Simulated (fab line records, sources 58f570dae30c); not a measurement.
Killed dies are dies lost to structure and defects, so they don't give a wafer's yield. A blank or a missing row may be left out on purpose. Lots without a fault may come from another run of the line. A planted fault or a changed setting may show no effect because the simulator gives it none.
Which tool did it? | flow berkeley_cmos170 | 14 lots, 42 wafers sampled, at 2 steps of a route of 331

WHAT THE GAUGES READ, wafer by wafer
UCB170_NWELL_THK_MEAS_02.
lot  | measured    | on            | NWELL_OXIDE_THK (nm)
L884 | day 2 01:52 | film_metro-02 | 26.1 26.3 26.2
L885 | day 2 07:38 | film_metro-02 | 27.3 26.7 27.1
L886 | day 2 12:13 | film_metro-03 | 27.2 26.6 26.1
L887 | day 2 12:13 | film_metro-01 | 26.6 26.8 26.4
L888 | day 2 21:08 | film_metro-01 | 26.7 26.8 26.8
L889 | day 3 05:09 | film_metro-01 | 26.0 26.3 26.3
L890 | day 3 05:10 | film_metro-03 | 28.1 27.8 28.3
L892 | day 3 20:02 | film_metro-02 | 25.6 25.5 26.1
L893 | day 3 20:02 | film_metro-01 | 26.4 26.4 26.6
L894 | day 4 00:32 | film_metro-03 | 26.9 26.6 26.3
L895 | day 4 08:21 | film_metro-01 | 26.6 26.8 26.8
L897 | day 4 16:38 | film_metro-03 | 26.7 27.1 27.0
L898 | day 5 03:50 | film_metro-01 | 39.4 40.3 39.1
L900 | day 5 12:19 | film_metro-01 | 39.7 39.6 39.5

WHICH TOOL RAN EACH LOT (tool, then ch and the chambers of the sampled wafers, then the start)
lot  | UCB170_NWELL_OXIDATION_01
L884 | furnace-04 ch 0, day 2 00:31
L885 | furnace-02 ch 0, day 2 06:17
L886 | furnace-03 ch 0, day 2 10:52
L887 | furnace-03 ch 0, day 2 10:52
L888 | furnace-04 ch 0, day 2 19:47
L889 | furnace-03 ch 0, day 3 03:48
L890 | furnace-03 ch 0, day 3 03:48
L892 | furnace-02 ch 0, day 3 18:39
L893 | furnace-02 ch 0, day 3 18:39
L894 | furnace-03 ch 0, day 3 23:10
L895 | furnace-02 ch 0, day 4 07:00
L897 | furnace-02 ch 0, day 4 15:17
L898 | furnace-02 ch 0, day 4 23:34
L900 | furnace-02 ch 0, day 5 09:03 and furnace-03 ch 0, day 5 10:56
- UCB170_NWELL_OXIDATION_01: target thk 26.4 nm, ox time 1260 s.

WHAT THE TOOLS THEMSELVES READ (means of the sampled wafers that have a number; where no wafer has one, the mark that the record gives instead)
UCB170_NWELL_OXIDATION_01.
lot  | tool                  | spike_tc_source_C (C) | tube_center_temp_C (C) | zone_power_load_pct (%) | zone_power_source_pct (%)
L884 | furnace-04            | 1024.7                | 999.97                 | 31.8                    | 33.8
L885 | furnace-02            | 1022.7                | 1000.05                | 35.1                    | 34.7
L886 | furnace-03            | 1030.6                | 999.91                 | 29.5                    | 36.9
L887 | furnace-03            | 1029.8                | 1000.05                | 29.5                    | 36.8
L888 | furnace-04            | 1025.9                | 999.85                 | 31.9                    | 34.2
L889 | furnace-03            | 1029.9                | 1000.02                | 29.4                    | 37.2
L890 | furnace-03            | 1029.1                | 1000.01                | 29.5                    | 36.8
L892 | furnace-02            | 1023.1                | 1000.03                | 35.3                    | 34.6
L893 | furnace-02            | 1023.0                | 999.99                 | 35.3                    | 34.5
L894 | furnace-03            | 1029.8                | 999.98                 | 29.7                    | 37.1
L895 | furnace-02            | 1023.5                | 999.94                 | 35.2                    | 34.6
L897 | furnace-02            | 1023.8                | 999.91                 | 35.3                    | 34.9
L898 | furnace-02            | 1023.4                | 1000.02                | 35.4                    | 35.0
L900 | furnace-02/furnace-03 | 1026.5                | 1000.02                | 32.2                    | 35.7

THE ANSWER, worked out from the rows above alone
Rule: what is usual is taken from the lots themselves. Put in order of their means at a reading, lots are off if they are a third of the lots or fewer, leave a main group of 4 or more, and stand apart from it by a gap of 3 or more times the standard deviation of the main group's means; of several such gaps the widest counts. A main group whose means are all the same, to the digits that the tables above print for the reading, isn't used. A lot without any number at a reading at which 4 lots or more have one is off too. The other lots that the step has rows for count as sound. The gauges are gone through in route order, then the tools' own readings, and for those a lot's mean is taken as printed above. The first step at which some lot is off is used, and at that step the reading that is off furthest; a lot without a number counts as furthest.
Off: L898, L900, at UCB170_NWELL_THK_MEAS_02 (NWELL_OXIDE_THK). The main group: mean 26.7 nm, standard deviation 0.54.
A tool fits if, at a process step before that reading, it ran every lot that is off, and no sound lot after the first of them. The gauges at UCB170_NWELL_THK_MEAS_02 are tried like those tools. Can't be told from this: 2 tools fit, furnace-02 at UCB170_NWELL_OXIDATION_01, film_metro-01 at UCB170_NWELL_THK_MEAS_02.

WHAT THE SIMULATOR HAD PUT IN
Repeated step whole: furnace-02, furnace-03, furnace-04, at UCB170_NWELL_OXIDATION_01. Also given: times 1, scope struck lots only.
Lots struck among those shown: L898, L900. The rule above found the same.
